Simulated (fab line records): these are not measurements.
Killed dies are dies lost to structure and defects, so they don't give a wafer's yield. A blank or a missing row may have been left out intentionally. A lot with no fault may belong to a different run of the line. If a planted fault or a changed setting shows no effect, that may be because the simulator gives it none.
A lot that was struck, set against a sound lot :: flow rit cmos :: 17 steps out of a route of 202
Sound: the wafers L170.2, L170.5, L170.6. The struck wafers were L177.2, L177.4, L177.6. The cause is given at the end.
Per side, at each step with rows, come the tool, then ch with its chambers, and then its first start. Under that, the readings that differ: sound wafers :: struck wafers :: difference of the means :: sigmas: that difference in standard deviations of wafers without a fault.
alike: readings whose means differ by less than 2 such deviations, and words and numbers that are the same on both sides. not compared: withheld readings, readings that some wafer has no value for, bounds like >300 that may hide the same value, and numbers for which the record gives no deviation and whose values overlap.
The two part at a step that has a row with sigmas, a row that says differs or no value, or rows on one side only. Numbers that have no deviation but don't overlap get no sigmas and don't part them. A reading missing from all wafers of one side parts the sides only when that side holds two or more wafers.

first, 2 steps without rows for these wafers: RIT_NRETRO_HARDBAKE_07 (time 120 s); RIT_NRETRO_IMPLANT_08.
RIT_NRETRO_STRIP_09: strips in O2, time 180 s.
  sound on plasma asher-04 ch 0,1, day 4 18:14; struck on plasma asher-04 ch 0,1, day 5 18:26
  alike: chamber pressure mTorr, drypump motor current A
  not compared: rf hours counter h
RIT_NRETRO_TW_MEAS_10:
  struck on film metro-03, day 5 18:37; sound on film metro-02, day 4 18:26
  alike: NRETRO_TW
then, 6 steps without rows for these wafers: RIT_PRETRO_HMDS_00 (prime time 60 s); RIT_PRETRO_COAT_01 (resist thk 1300 nm); RIT_PRETRO_SOFTBAKE_02 (time 60 s); RIT_PRETRO_EXPOSE_03 (exposes mask M5, target cd 43700 nm); RIT_PRETRO_PEB_04; RIT_PRETRO_DEVELOP_05 (develop time 68 s).
RIT_PRETRO_OVL_MEAS_06:
  struck on overlay-02, day 5 19:50; sound on overlay-01, day 4 19:30
  alike: PRETRO_OVL
then, 1 step without rows for these wafers: RIT_PRETRO_HARDBAKE_07 (time 120 s).
RIT_PRETRO_IMPLANT_08:
  sound on implanter-04 ch 0, day 4 19:49; struck on implanter-04 ch 0, day 5 20:22
reading: beam energy keV
sound: 45.002 45.020 45.007
struck: 50.868 50.841 50.862
difference: +5.847
sigmas: +99 or more

reading: model.implant.rp nm (nm)
sound: 144.3 144.3 144.3
struck: 161.6 161.6 161.6
difference: +17.3
sigmas: 

reading: model.implant.drp nm (nm)
sound: 55.07 55.07 55.07
struck: 59.12 59.12 59.12
difference: +4.05
sigmas: 
RIT_PRETRO_STRIP_09: strips in O2, time 180 s.
  sound on plasma asher-01 ch 0,1, day 4 19:56; struck on plasma asher-02 ch 0,1, day 5 20:30
  alike: chamber pressure mTorr, drypump motor current A
  not compared: rf hours counter h
RIT_PRETRO_TW_MEAS_10:
  struck on film metro-04, day 5 20:41; sound on film metro-01, day 4 20:07
reading: PRETRO_TW
sound: 470 472 472
struck: 489 491 486
difference: +17
sigmas: +4
then, 1 step without rows for these wafers: RIT_GATE_WET_ETCH_00 (etches SiO2 in BOE, target depth 56 nm, time 60 s).
RIT_M1_PROBE_99:
  sound wafers here have rows in the record (prober-01, day 6 08:05); struck ones have none

WHERE THEY PART
At RIT_PRETRO_IMPLANT_08 first; at RIT_M1_PROBE_99 last (within this record only).

WHY: whatever the simulator had introduced
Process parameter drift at RIT_PRETRO_IMPLANT_08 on implanter-04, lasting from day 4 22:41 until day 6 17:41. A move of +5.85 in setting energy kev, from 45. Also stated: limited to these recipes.
